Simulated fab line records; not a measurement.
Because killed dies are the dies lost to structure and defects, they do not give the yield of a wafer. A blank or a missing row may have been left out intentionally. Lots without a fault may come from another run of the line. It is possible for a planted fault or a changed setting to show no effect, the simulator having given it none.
Comparing a struck lot with a sound one    flow rit_cmos    15 out of 202 route steps
Sound: the wafers L314.1, L314.2, L314.3. Wafers struck: L324.1, L324.3, L324.6. The cause is named last.
Order at every step that has rows: each side's tool, ch and its chambers, its first start. Under that, the readings that differ: sound wafers    struck wafers    difference of the means    sigmas: that difference in standard deviations of wafers without a fault.
alike: readings with means less than 2 such deviations apart, plus words and numbers identical on both sides. not compared: withheld readings, readings lacking a value on some wafer, bounds such as >300 that could conceal the same value, and numbers that have no deviation in the record and whose values overlap.
A row with sigmas, a row that says differs or no value, or rows on one side alone: a step with any of these is where the two part. When numbers do not overlap yet have no deviation, they are printed without sigmas and do not part them. Lack of a reading on every wafer of one side parts them only where that side has two or more wafers.

RIT_FOX2_THK_MEAS_01:
  sound: film_metro-01 at day 3 10:30; struck: film_metro-03 at day 5 13:07
  alike: FOX2_OXIDE_THK
then, 2 steps without rows for these wafers: RIT_FOX2_CLEAN_02 (cleans in dHF, time 180 s); RIT_FOX2_WET_ETCH_03 (etches Si3N4 in H3PO4, target depth 195 nm, time 2700 s).
RIT_FOX2_THK_MEAS_90:
  sound: film_metro-03 at day 3 11:22; struck: film_metro-03 at day 5 13:59
  alike: FIELD_OXIDE_LEFT_1_THK
then, 6 steps without rows for these wafers: RIT_NWELL_HMDS_00 (prime time 60 s); RIT_NWELL_COAT_01 (resist thk 1300 nm); RIT_NWELL_SOFTBAKE_02 (time 60 s); RIT_NWELL_EXPOSE_03 (exposes mask M2, target cd 43900 nm); RIT_NWELL_PEB_04; RIT_NWELL_DEVELOP_05 (develop time 68 s).
RIT_NWELL_OVL_MEAS_06:
  sound: overlay-01 at day 3 12:26; struck: overlay-01 at day 5 14:56
  alike: NWELL_OVL
then, 1 step without rows for these wafers: RIT_NWELL_HARDBAKE_07 (time 120 s).
RIT_NWELL_IMPLANT_08:
  sound on implanter-01 ch 0, day 3 12:43; struck on implanter-03 ch 0, day 5 15:13
reading             sound              struck             difference  sigmas
tilt_deg (degrees)  6.980 6.991 7.000  5.992 5.980 5.939  -1.020      -51
  alike: beam_energy_keV
RIT_NWELL_STRIP_09: strips in O2, time 180 s.
  sound on plasma_asher-02 ch 0,1, day 3 12:52; struck on plasma_asher-04 ch 0,1, day 5 15:22
  alike: drypump_motor_current_A
  not compared: rf_hours_counter_h
RIT_M1_PROBE_99:
  sound: prober-01 at day 5 02:45; struck: prober-01 at day 7 03:53
  alike: killed_at_M0_to_M3, killed_at_contacts, killed_at_front_end, killed_dies, killed_open, killed_short
  not compared: model.etest.pplus_sal.width_nm, model.etest.nplus_sal.width_nm

WHERE THEY PART
Only at RIT_NWELL_IMPLANT_08, within this record. Later steps at which nothing parts them and some readings are alike: RIT_NWELL_STRIP_09, RIT_M1_PROBE_99.

WHY: whatever the simulator had introduced
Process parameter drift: implanter-03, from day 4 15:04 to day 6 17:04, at RIT_NWELL_IMPLANT_08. A move of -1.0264 in setting tilt_deg, from 7. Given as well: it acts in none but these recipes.
